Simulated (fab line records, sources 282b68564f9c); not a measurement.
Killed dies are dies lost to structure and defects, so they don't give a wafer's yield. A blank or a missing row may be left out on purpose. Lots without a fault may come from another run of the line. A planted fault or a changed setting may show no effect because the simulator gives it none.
fab line records | flow rit_cmos
record lots=6 wafers=18 last_day=7
route steps=202 shown GATE@79 FOX2@80 M1@202
lots that met no fault: from a run of the same line without faults
start_h: hours from the record's first day to the start of the lot's first wafer shown | wait_h: hours since the lot's step before | " the same as in the row above | L1.1+2: a row that stands for several wafers | - no value, or no start given | * or withheld: withheld | < > ~ a bound
route shown NAME@n: a module of which the file shows steps, and the number in the route of the first | usual: mean/standard deviation of fault-free wafers | same: alike in all rows | chamber/n: place in a boat | sites: the reading at each site | _std_site: their standard deviation | _edge_site: outer sites' mean less inner sites' | radius_mm: how far each site lies from the wafer's centre | mask NAME#n: copy n | behind: the tool/chamber that last shaped the wafer | hold: why the lot was held/for how many hours/how that ended | device: the transistor (n, p or np) that didn't switch | end of line: the same wafers' tests at the end of the route | a step without rows: its recipe alone | killed: dies lost to structure and defects at the first sort, not the wafer's yield | map: a wafer's dies, x killed, . not, _ none there
set.NAME: the setting as run; set.NAME@STEP: as run at that earlier step | model.NAME: the simulator's own value behind a step, which no gauge read
lots at some steps of the route; a table a step, a row a wafer
services: from which hour (start_h, from the record's first day; less than 0 if before it) a tool's chamber was out of use, for how many hours, and why
## steps
# step RIT_GATE_CLEAN_04
# recipe chemistry=dHF dilution=50:1 time_s=60 dry=n2_spin
# step RIT_FOX2_THK_MEAS_91
# recipe reads=SiO2_of_FOX2_OXIDATION_00
# usual FIELD_OXIDE_LEFT_2_THK=257/6.2
# columns lot.wafer tool chamber start_h wait_h FIELD_OXIDE_LEFT_2_THK[nm]
L449.1 film_metro-03 - 33.78 0.0 265
L449.3 " - " " 262
L449.4 " - " " 265
L450.1 film_metro-04 - 40.11 0.0 253
L450.2 " - " " 253
L450.5 " - " " 245
L452.1 film_metro-03 - 47.56 0.0 262
L452.2 " - " " 258
L452.6 " - " " 259
L458.2 film_metro-03 - 78.01 0.0 261
L458.3 " - " " 253
L458.4 " - " " 255
L460.1 film_metro-04 - 90.78 0.0 265
L460.2 " - " " 265
L460.6 " - " " 261
L470.2 film_metro-04 - 139.43 0.0 256
L470.5 " - " " 257
L470.6 " - " " 252
# step RIT_GATE_OXIDATION_05
# recipe temp_c=900 ambient=O2 target_thk_a=30 ox_time_s=270
# step RIT_GATE_ANNEAL_06
# recipe temp_c=900 time_s=600 ambient=N2O
# step RIT_GATE_THK_MEAS_07
# recipe reads=SiO2_of_GATE_OXIDATION_05
# usual GATE_OXIDE_THK=3.02/0.052
# columns lot.wafer tool chamber start_h wait_h GATE_OXIDE_THK[nm]
L449.1 film_metro-01 - 35.17 0.0 3.03
L449.3 " - " " 3.01
L449.4 " - " " 2.98
L450.1 film_metro-01 - 43.73 0.0 2.91
L450.2 " - " " 2.99
L450.5 " - " " 3.00
L452.1 film_metro-01 - 50.32 0.0 2.96
L452.2 " - " " 2.92
L452.6 " - " " 3.01
L458.2 film_metro-04 - 80.82 0.0 2.99
L458.3 " - " " 2.98
L458.4 " - " " 3.05
L460.1 film_metro-03 - 94.62 0.0 3.03
L460.2 " - " " 3.04
L460.6 " - " " 3.14
L470.2 film_metro-01 - 142.23 0.0 3.10
L470.5 " - " " 3.05
L470.6 " - " " 2.99
# step RIT_GATE_CVD_08
# recipe material=poly-Si target_thk_nm=250 temp_c=610 precursor=SiH4 time_s=2220 pressure_mtorr=300 sih4_flow_sccm=100
# step RIT_GATE_THK_MEAS_09
# recipe reads=poly-Si_of_GATE_CVD_08
# usual GATE_POLY_THK=248.8/2.6
# columns lot.wafer tool chamber start_h wait_h GATE_POLY_THK[nm]
L449.1 film_metro-01 - 37.23 0.0 250.2
L449.3 " - " " 248.1
L449.4 " - " " 248.6
L450.1 film_metro-01 - 45.41 0.0 251.2
L450.2 " - " " 254.0
L450.5 " - " " 251.8
L452.1 film_metro-03 - 52.00 0.0 247.1
L452.2 " - " " 250.9
L452.6 " - " " 251.4
L458.2 film_metro-01 - 83.39 0.0 243.3
L458.3 " - " " 244.6
L458.4 " - " " 243.4
L460.1 film_metro-03 - 96.30 0.0 246.0
L460.2 " - " " 244.9
L460.6 " - " " 245.6
L470.2 film_metro-01 - 143.91 0.0 253.5
L470.5 " - " " 253.7
L470.6 " - " " 251.5
# step RIT_GATE_HMDS_10
# recipe prime_time_s=60 prime_temp_c=140
# step RIT_GATE_COAT_11
# recipe resist=NOVOLAK spin_rpm=4250 resist_thk_nm=850
# step RIT_GATE_SOFTBAKE_12
# recipe resist=NOVOLAK temp_c=90 time_s=60
# step RIT_GATE_EXPOSE_13
# recipe mask_id=M6 na=0.6 source_shape=conventional sigma_outer=0.6 target_cd_nm=150 dose_mj=388.4
# step RIT_GATE_PEB_14
# recipe resist=NOVOLAK temp_c=withheld time_s=withheld
# step RIT_GATE_DEVELOP_15
# recipe resist=NOVOLAK develop_time_s=50 dev_temp_c=23
# columns lot.wafer tool chamber start_h wait_h
L449.1+3+4 litho_track-04 0 38 -
L450.1+2+5 litho_track-04 0 46 -
L452.1+2+6 litho_track-04 0 52 -
L458.2+3+4 litho_track-04 0 84 -
L460.1+2+6 litho_track-04 0 97 -
L470.2+5+6 litho_track-03 0 144 -
# step RIT_GATE_OVL_MEAS_17
# usual GATE_OVL=-0.9/1.4
# columns lot.wafer tool chamber start_h wait_h GATE_OVL[nm]
L449.1 overlay-01 - 38.38 0.1 -1.7
L449.3 " - " " -1.8
L449.4 " - " " 0.5
L450.1 overlay-01 - 46.56 0.1 -1.2
L450.2 " - " " -0.3
L450.5 " - " " -0.5
L452.1 overlay-01 - 53.20 0.1 -1.2
L452.2 " - " " -1.3
L452.6 " - " " -3.7
L458.2 overlay-01 - 84.41 0.1 1.2
L458.3 " - " " 2.2
L458.4 " - " " 0.0
L460.1 overlay-02 - 97.48 0.1 -0.6
L460.2 " - " " -0.3
L460.6 " - " " -0.7
L470.2 overlay-02 - 144.94 0.1 -2.9
L470.5 " - " " -3.3
L470.6 " - " " -2.9
# step RIT_GATE_HARDBAKE_18
# recipe resist=NOVOLAK temp_c=140 time_s=60
# step RIT_GATE_ETCH_19
# recipe chemistry=SF6/CHF3/O2 time_s=165 SF6_flow_sccm=30 CHF3_flow_sccm=30 O2_flow_sccm=5 target=poly-Si pressure_mtorr=40 rf_w=160 target_depth_a=3125 over_etch_frac=0.25 stop_on=SiO2
# usual chamber_pressure_mTorr=40.00/0.038 drypump_motor_current_A=5.7/0.31 oes_product_au=0.844/0.014 throttle_valve_pct=10.28/0.12
# columns lot.wafer tool chamber start_h wait_h chamber_pressure_mTorr drypump_motor_current_A oes_product_au rf_hours_counter_h throttle_valve_pct
L449.1 rie_si-02 2 38.57 0.1 40.02 5.4 0.831 43 10.19
L449.3 " 1 " " 40.03 5.6 0.853 46 10.35
L449.4 " 0 " " 40.01 6.2 0.852 - 10.17
L450.1 rie_si-01 1 46.75 0.1 40.01 5.7 0.850 78 10.33
L450.2 " 0 " " 39.98 5.5 0.836 93 10.39
L450.5 " 3 " " 39.96 6.3 0.851 - 10.14
L452.1 rie_si-01 3 53.39 0.1 40.03 6.3 0.851 55 10.13
L452.2 " 1 " " 39.96 5.7 0.858 78 10.32
L452.6 " 0 " " 39.98 5.5 0.825 - 10.37
L458.2 rie_si-01 3 84.59 0.1 39.96 6.3 0.835 55 10.15
L458.3 " 1 " " 40.01 5.7 0.843 79 10.32
L458.4 " 2 " " 40.07 5.4 0.846 0 10.16
L460.1 rie_si-01 1 97.67 0.1 39.99 5.7 0.843 79 10.34
L460.2 " 0 " " 40.01 5.5 0.815 94 10.38
L460.6 " 2 " " 40.01 5.4 0.842 - 10.17
L470.2 rie_si-01 0 145.12 0.1 40.03 5.5 0.836 94 10.38
L470.5 " 2 " " 39.95 5.4 0.870 - 10.14
L470.6 " 1 " " 39.99 5.7 0.865 - 10.34
# step RIT_GATE_STRIP_20
# recipe chemistry=O2 time_s=180 resist=NOVOLAK platen_temp_c=withheld power_w=500 pressure_mtorr=4000 o2_flow_sccm=4149
# usual chamber_pressure_mTorr=4000/3.8 drypump_motor_current_A=5.84/0.3
# columns lot.wafer tool chamber start_h wait_h chamber_pressure_mTorr drypump_motor_current_A rf_hours_counter_h
L449.1 plasma_asher-01 1 38.68 0.1 4002 5.50 40
L449.3 " 1 " " 4005 5.54 -
L449.4 " 0 " " 3998 6.25 -
L450.1 plasma_asher-03 1 46.86 0.1 3990 5.83 25
L450.2 " 0 " " 4004 6.07 25
L450.5 " 1 " " 3995 5.81 -
L452.1 plasma_asher-01 1 53.50 0.1 3995 5.53 42
L452.2 " 0 " " 3992 6.25 42
L452.6 " 1 " " 3998 5.51 -
L458.2 plasma_asher-01 1 84.70 0.1 3999 5.55 45
L458.3 " 0 " " 3997 6.19 -
L458.4 " 1 " " 3998 5.54 -
L460.1 plasma_asher-01 1 97.78 0.1 3998 5.52 46
L460.2 " 0 " " 4001 6.22 46
L460.6 " 0 " " 4003 6.23 -
L470.2 plasma_asher-03 1 145.22 0.1 4003 5.83 36
L470.5 " 1 " " 4003 5.81 -
L470.6 " 0 " " 4000 6.04 -
# step RIT_M1_PROBE_99
# usual killed_at_contacts=0.0/0.2 killed_at_front_end=7.2/2.5 killed_dies=7.3/2.5 killed_on_rim=2.0/1.4 killed_open=3.8/1.9 killed_short=3.5/1.8
# same gross_dies=264 killed_at_M0_to_M3=0 killed_at_M4_up=0 killed_at_back_side=0 killed_at_other=0
# columns lot.wafer tool chamber start_h wait_h killed_at_contacts killed_at_front_end killed_dies killed_on_rim killed_open killed_short
L452.1 prober-01 - 73.95 0.1 0 10 10 4 5 5
L452.2 prober-01 - 74.00 0.1 0 5 5 2 4 1
L452.6 prober-01 - 74.20 0.2 0 7 7 2 4 3
L458.2 prober-02 - 105.52 0.1 0 264 264 70 4 1
L458.3 prober-02 - 105.57 0.2 0 264 264 70 6 5
L458.4 prober-02 - 105.62 0.2 0 264 264 70 4 3
L460.1 prober-01 - 118.15 0.1 0 260 260 67 6 3
L460.2 prober-01 - 118.20 0.1 0 264 264 70 8 6
L460.6 prober-01 - 118.40 0.2 0 263 263 69 6 4
L470.2 prober-01 - 166.31 0.1 0 11 11 3 6 5
L470.5 prober-01 - 166.46 0.2 1 8 9 3 5 4
L470.6 prober-01 - 166.51 0.2 0 7 7 2 0 7
# killed by level:class
L452.1 GATE:geometric_particle:short=4 SILICIDE:geometric_particle:open=3 GATE:geometric_particle:open=2 REOX:geometric_particle:short=1
L452.2 FOX1:geometric_particle:open=3 FOX2:geometric_particle:open=1 SILICIDE:geometric_particle:short=1
L452.6 FOX1:geometric_particle:open=1 FOX1:geometric_particle:short=1 FOX2:geometric_particle:open=1 GATE:geometric_particle:open=1 GATE:geometric_particle:short=1 REOX:geometric_particle:short=1 SILICIDE:geometric_particle:open=1
L458.2 GATE:area_develop=259 GATE:geometric_particle:open=2 FOX1:geometric_particle:open=1 GATE:geometric_particle:short=1 REOX:geometric_particle:open=1
L458.3 GATE:area_develop=253 FOX1:geometric_particle:open=2 GATE:geometric_particle:short=2 ACTIVE:geometric_particle:short=1 FOX2:geometric_particle:short=1 FOX2:geometric_particle:open=1 GATE:geometric_particle:open=1 SPACER:geometric_particle:open=1
L458.4 GATE:area_develop=257 GATE:geometric_particle:open=3 FOX1:geometric_particle:short=1 FOX2:geometric_particle:open=1 GATE:geometric_particle:short=1 REOX:geometric_particle:short=1
L460.1 GATE:area_develop=251 GATE:geometric_particle:open=4 GATE:geometric_particle:short=3 FOX1:geometric_particle:open=1 FOX2:geometric_particle:open=1
L460.2 GATE:area_develop=250 GATE:geometric_particle:short=4 FOX1:geometric_particle:open=2 GATE:geometric_particle:open=2 REOX:geometric_particle:short=2 SILICIDE:geometric_particle:open=2 FOX2:geometric_particle:open=1 REOX:geometric_particle:open=1
L460.6 GATE:area_develop=253 GATE:geometric_particle:open=4 SILICIDE:geometric_particle:short=2 FOX1:geometric_particle:open=1 FOX1:geometric_particle:short=1 REOX:geometric_particle:short=1 SILICIDE:geometric_particle:open=1
L470.2 GATE:geometric_particle:open=2 GATE:geometric_particle:short=2 REOX:geometric_particle:open=2 REOX:geometric_particle:short=1 SPACER:geometric_particle:short=1 SPACER:geometric_particle:open=1 SILICIDE:geometric_particle:short=1 SILICIDE:geometric_particle:open=1
L470.5 GATE:geometric_particle:open=3 REOX:geometric_particle:open=2 FOX1:geometric_particle:short=1 GATE:geometric_particle:short=1 REOX:geometric_particle:short=1 CONTACT:geometric_particle:short=1
L470.6 FOX1:geometric_particle:short=3 REOX:geometric_particle:short=2 GATE:geometric_particle:short=1 SPACER:geometric_particle:short=1
# map L458.2 (x killed, . not)
________xxxxxxx_______
_____xxxxxxxxxxxxx____
____xxxxxxxxxxxxxxx___
___xxxxxxxxxxxxxxxxx__
__xxxxxxxxxxxxxxxxxxx_
__xxxxxxxxxxxxxxxxxxx_
_xxxxxxxxxxxxxxxxxxxxx
_xxxxxxxxxxxxxxxxxxxxx
_xxxxxxxxxxxxxxxxxxxxx
_xxxxxxxxxxxxxxxxxxxxx
__xxxxxxxxxxxxxxxxxxx_
__xxxxxxxxxxxxxxxxxxx_
___xxxxxxxxxxxxxxxxx__
____xxxxxxxxxxxxxxx___
_____xxxxxxxxxxxxx____
________xxxxxxx_______
# map L460.2 (x killed, . not)
________xxxxxxx_______
_____xxxxxxxxxxxxx____
____xxxxxxxxxxxxxxx___
___xxxxxxxxxxxxxxxxx__
__xxxxxxxxxxxxxxxxxxx_
__xxxxxxxxxxxxxxxxxxx_
_xxxxxxxxxxxxxxxxxxxxx
_xxxxxxxxxxxxxxxxxxxxx
_xxxxxxxxxxxxxxxxxxxxx
_xxxxxxxxxxxxxxxxxxxxx
__xxxxxxxxxxxxxxxxxxx_
__xxxxxxxxxxxxxxxxxxx_
___xxxxxxxxxxxxxxxxx__
____xxxxxxxxxxxxxxx___
_____xxxxxxxxxxxxx____
________xxxxxxx_______
## services
# columns tool chamber start_h hours kind
plasma_asher-03 - 24.30 2.2 repair
rie_si-02 3 35.22 6.9 repair
rie_si-01 2 35.90 - clean
rie_si-01 2 35.90 23.9 scheduled_down
rie_si-01 2 35.90 23.9 vent_cycle
plasma_asher-03 - 80.05 2.8 pm
plasma_asher-01 - 86.60 2.0 repair
## key
first_sign step=RIT_M1_PROBE_99 reading=killed_at_front_end direction=up sigmas=99+ usual=7.2 struck=263.2
effect step=RIT_M1_PROBE_99 reading=killed_dies direction=up sigmas=99+ usual=7.3 struck=263.2
more_kills_born_at RIT_GATE_DEVELOP_15@litho_track-04=1525
met_at RIT_GATE_DEVELOP_15
struck_wafers L458.2,L458.3,L458.4,L460.1,L460.2,L460.6
later_rows_left_out L458.2,L458.3,L458.4,L460.1,L460.2,L460.6
tester_left_out L458,L460
loop_trim step=RIT_GATE_EXPOSE_13 setting=dose lots=L460
onset_between 52 84
also_fits RIT_GATE_STRIP_20:plasma_asher-01
fault kind=process_parameter_drift tool=litho_track-04 chamber=- onset_h=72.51 steps=RIT_GATE_DEVELOP_15 channel=develop_time_s offset=* shape=step end_h=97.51 acts_in=* stated=*
# tester_left_out: of these lots the tester's yield and bins aren't shown, on N5 and GAA mostly nor the transistor test; their killed dies are dies lost to structure and defects alone, not to doping, threshold or leakage, so they don't give the yield
# later_rows_left_out: the simulator's readings of these wafers behind a module that went badly wrong aren't trusted and aren't shown, but for the sort
# loop_trim: a control loop set the setting to another value than it would have without faults
